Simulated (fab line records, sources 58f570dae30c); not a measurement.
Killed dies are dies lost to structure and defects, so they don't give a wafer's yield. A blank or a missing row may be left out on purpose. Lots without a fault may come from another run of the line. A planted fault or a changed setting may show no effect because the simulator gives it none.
Problem report in the 8D (eight disciplines) form, filled by code | flow berkeley_cmos170 | the parts of the form that need people (team, actions taken, sign-off) are left out

1. THE PROBLEM
PSD_RS at UCB170_SDANNEAL_RS_MEAS_02 reads a mean of 84.0 ohm/sq on 6 wafers of 2 lots; wafers without a fault read 75.5 ohm/sq with a standard deviation of 0.31. That is +28 standard deviations from the usual mean.
The step: measures by four-point-probe.
First seen on wafer L803.2, day 9 19:20, on film_metro-04. The record holds 42 wafers of 14 lots with a number at this step. Rule for "out", or "out of limits": more than 4 standard deviations from the usual mean. The other wafers with a number count as sound.

2. WHAT IT IS AND WHAT IT IS NOT
question                    | is                     | is not
which readings at this step | PSD_RS                 | -
which lots                  | L802, L803             | L787, L788, L789, L790, L792, L793, L794, L798, L799, L807, L809, L810
which wafers of those lots  | all that have a number | -
read on which gauges        | film_metro-04          | film_metro-01, film_metro-03
when                        | from day 9 19:20       | up to then (27 sound wafers); but 9 sound wafers of L807, L809, L810 came after

3. SUSPECTS, AND WHAT RULES EACH OUT
Counting: a tool at a process step up to the reading stays a suspect if it ran every lot that is out and no sound lot after the first of them.
- the gauge at UCB170_SDANNEAL_RS_MEAS_02: kept. All the wafers that are out were read on film_metro-04, and no step on other tools shows them out.
- rtp_anneal-01 at UCB170_SDANNEAL_RTA_01 (time 5 s): kept. It ran every lot that is out, first L803 (day 9 19:16), and no sound lot after that; its last sound lot up to then is L799 (day 9 02:20).
Left after counting: rtp_anneal-01 at UCB170_SDANNEAL_RTA_01, film_metro-04 at UCB170_SDANNEAL_RS_MEAS_02.

4. THE CAUSE (what the simulator had put in)
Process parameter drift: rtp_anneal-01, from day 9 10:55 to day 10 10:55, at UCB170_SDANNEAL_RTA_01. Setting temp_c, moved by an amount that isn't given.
Counting left 2 suspects, and this tool is among them.

5. THE CHAIN OF EFFECTS, in route order
Each row: a reading whose mean over the struck wafers that have a number lies more than 3 standard deviations from the usual. Only readings for which the record gives a usual standard deviation are gone through. hours: the time from each lot's start at the first step in this table that gives one to its start at this step, as a median over the lots. sigmas: the change in usual standard deviations.
hours | step                       | reading | usual         | on struck wafers | change | sigmas
0     | UCB170_SDANNEAL_RS_MEAS_02 | PSD_RS  | 75.5 ohm/sq   | 84.0             | +8.5   | +28
0     | UCB170_SDANNEAL_RS_MEAS_03 | NSD_RS  | 37.26 ohm/sq  | 38.47            | +1.21  | +14
0     | UCB170_SDANNEAL_RS_MEAS_04 | PLDD_RS | 1030.0 ohm/sq | 1042.8           | +12.8  | +5.3

6. WHAT WOULD HAVE CAUGHT IT SOONER
In this record the first reading out of limits at a measuring or inspecting step was taken at day 9 19:20, 8 hours after the fault began at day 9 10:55.
Of the tool readings at UCB170_SDANNEAL_RTA_01 for which the record gives a usual standard deviation, none was out on any struck wafer, so an alarm limit of 4 standard deviations on them would not have fired.
Of the lots that are out (2), L802 began UCB170_SDANNEAL_RTA_01 on rtp_anneal-01 after day 9 19:20. A hold on the tool at that time would have spared it.
